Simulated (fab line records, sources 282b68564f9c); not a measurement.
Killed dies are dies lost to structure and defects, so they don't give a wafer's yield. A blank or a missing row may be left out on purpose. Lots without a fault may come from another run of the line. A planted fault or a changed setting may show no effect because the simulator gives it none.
Which tool did it? | flow rit_cmos | 6 lots, 18 wafers sampled, at 2 steps of a route of 202

WHAT THE GAUGES READ, wafer by wafer
RIT_SILICIDE_RS_MEAS_02: measures by four-point-probe.
lot  | measured    | on            | SILICIDE_TI_RS (ohm/sq)
L121 | day 3 12:34 | film_metro-03 | 46.4 48.2 46.5
L123 | day 3 22:07 | film_metro-03 | 48.4 47.6 47.3
L126 | day 4 11:46 | film_metro-02 | 28.4 47.6 48.0 28.5 48.0 48.5
L137 | day 6 19:22 | film_metro-01 | 47.4 48.5 46.9
L140 | day 7 11:22 | film_metro-03 | 47.6 48.0 47.5
L142 | day 7 18:17 | film_metro-01 | 46.9 48.6 48.5

WHICH TOOL RAN EACH LOT (tool, then ch and the chambers of the sampled wafers, then the start)
lot  | RIT_SILICIDE_SPUTTER_01
L121 | pvd_sputter-04, day 3 12:24
L123 | pvd_sputter-04, day 3 21:58
L126 | pvd_sputter-03, day 4 11:37
L137 | pvd_sputter-04, day 6 19:11
L140 | pvd_sputter-01, day 7 11:13
L142 | pvd_sputter-01, day 7 18:07
- RIT_SILICIDE_SPUTTER_01: material Ti, target thk 30 nm, time 240 s.

THE ANSWER, worked out from the rows above alone
Rule: what is usual is taken from the lots themselves. Put in order of their means at a reading, lots are off if they are a third of the lots or fewer, leave a main group of 4 or more, and stand apart from it by a gap of 3 or more times the standard deviation of the main group's means; of several such gaps the widest counts. A main group whose means are all the same, to the digits that the tables above print for the reading, isn't used. A lot without any number at a reading at which 4 lots or more have one is off too. The other lots that the step has rows for count as sound.
Off: L126, at RIT_SILICIDE_RS_MEAS_02 (SILICIDE_TI_RS). The main group: mean 47.6 ohm/sq, standard deviation 0.32.
A tool fits if, at a process step before that reading, it ran every lot that is off, and no sound lot after the first of them. The gauges at RIT_SILICIDE_RS_MEAS_02 are tried like those tools. Can't be told from this: 2 tools fit, pvd_sputter-03 at RIT_SILICIDE_SPUTTER_01, film_metro-02 at RIT_SILICIDE_RS_MEAS_02.

WHAT THE SIMULATOR HAD PUT IN
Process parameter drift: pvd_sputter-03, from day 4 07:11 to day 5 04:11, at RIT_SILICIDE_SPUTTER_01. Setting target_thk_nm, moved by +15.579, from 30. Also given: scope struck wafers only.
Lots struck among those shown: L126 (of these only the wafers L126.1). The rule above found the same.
